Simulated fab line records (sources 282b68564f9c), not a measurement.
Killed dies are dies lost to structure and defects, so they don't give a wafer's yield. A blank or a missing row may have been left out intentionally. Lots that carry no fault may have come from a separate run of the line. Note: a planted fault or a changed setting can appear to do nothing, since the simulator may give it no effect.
The tool behind it: which one? + flow rit cmos + 14 lots with 42 wafers sampled at 2 steps, on a route of 202 steps

== WHAT THE GAUGES READ, wafer by wafer ==
RIT_PRETRO_OVL_MEAS_06. Usual: PRETRO_OVL gives -0.1 nm (standard deviation 1.4).
| lot  | measured    | on         | PRETRO_OVL (nm)   | flag |
|------|-------------|------------|-------------------|------|
| L350 | day 2 09:29 | overlay-02 | -0.5 -1.2 -2.5    |      |
| L351 | day 2 14:27 | overlay-01 | 0.9 1.1 -0.4      |      |
| L352 | day 2 22:07 | overlay-02 | 0.2 1.6 -1.4      |      |
| L353 | day 3 03:11 | overlay-02 | -2.5 -3.5 -1.6    |      |
| L354 | day 3 04:26 | overlay-01 | 1.8 -0.2 0.6      |      |
| L355 | day 3 10:48 | overlay-01 | 1.0 -0.5 0.2      |      |
| L356 | day 3 14:58 | overlay-02 | -1.4 -1.0 -1.2    |      |
| L357 | day 3 18:38 | overlay-01 | -0.5 2.3 1.2      |      |
| L362 | day 4 21:16 | overlay-01 | 129.2 129.3 130.5 | OFF  |
| L363 | day 5 04:47 | overlay-02 | 131.0 132.0 130.4 | OFF  |
| L366 | day 5 18:13 | overlay-01 | 0.3 1.4 1.3       |      |
| L370 | day 6 12:53 | overlay-02 | -2.2 -2.7 -2.4    |      |
| L372 | day 6 21:13 | overlay-02 | -0.6 -0.5 -1.8    |      |
| L373 | day 7 03:35 | overlay-02 | -1.3 -0.5 -0.6    |      |

== TOOL THAT RAN EACH LOT (tool first, then ch and the chambers of the sampled wafers, then the start) ==
| lot  | RIT_PRETRO_EXPOSE_03               |
|------|------------------------------------|
| L350 | iline stepper-02 ch 0, day 2 09:03 |
| L351 | iline stepper-01 ch 0, day 2 14:02 |
| L352 | iline stepper-01 ch 0, day 2 21:41 |
| L353 | iline stepper-02 ch 0, day 3 02:46 |
| L354 | iline stepper-01 ch 0, day 3 04:02 |
| L355 | iline stepper-01 ch 0, day 3 10:17 |
| L356 | iline stepper-01 ch 0, day 3 14:32 |
| L357 | iline stepper-01 ch 0, day 3 18:14 |
| L362 | iline stepper-02 ch 0, day 4 20:48 |
| L363 | iline stepper-02 ch 0, day 5 04:22 |
| L366 | iline stepper-01 ch 0, day 5 17:47 |
| L370 | iline stepper-01 ch 0, day 6 12:28 |
| L372 | iline stepper-01 ch 0, day 6 20:37 |
| L373 | iline stepper-01 ch 0, day 7 03:10 |
- RIT_PRETRO_EXPOSE_03: exposes mask M5, target cd 43700 nm.

== WHAT THE TOOLS THEMSELVES READ (means of the sampled wafers that have a number; where no wafer has one, the mark that the record gives instead) ==
The record holds no such reading with a usual standard deviation.

== THE ANSWER, worked out from the rows above alone ==
Rule: lot off if the mean of its wafers having a number is beyond 3 standard deviations from the usual mean. A lot without any number at a reading at which 4 lots or more have one is off too. Where the step has rows for the other lots, those lots are counted as sound. After the gauges, taken in route order, come the tools' own readings; for these a lot's mean is taken, as printed above. At the first step where some lot is off, the reading lying furthest off is the one used; lots without a number count as furthest.
Off: L362, L363, at RIT_PRETRO_OVL_MEAS_06 (PRETRO_OVL).
If a tool, at a process step before that reading, ran all the lots that are off and no sound lot after the first of them, it fits. The gauges at RIT_PRETRO_OVL_MEAS_06 are tried like those tools. One candidate fits, namely iline stepper-02 at RIT_PRETRO_EXPOSE_03. Its last sound lot is L353 (day 3 02:46), its first lot that is off L362 (day 4 20:48): a fault that began between those two fits.

== WHAT THE SIMULATOR HAD INSERTED ==
Scanner matching overlay: iline stepper-02, from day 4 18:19 on, at RIT_PRETRO_EXPOSE_03. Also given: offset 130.
Shown lots that were struck: L362, L363. The same result came from the rule above.
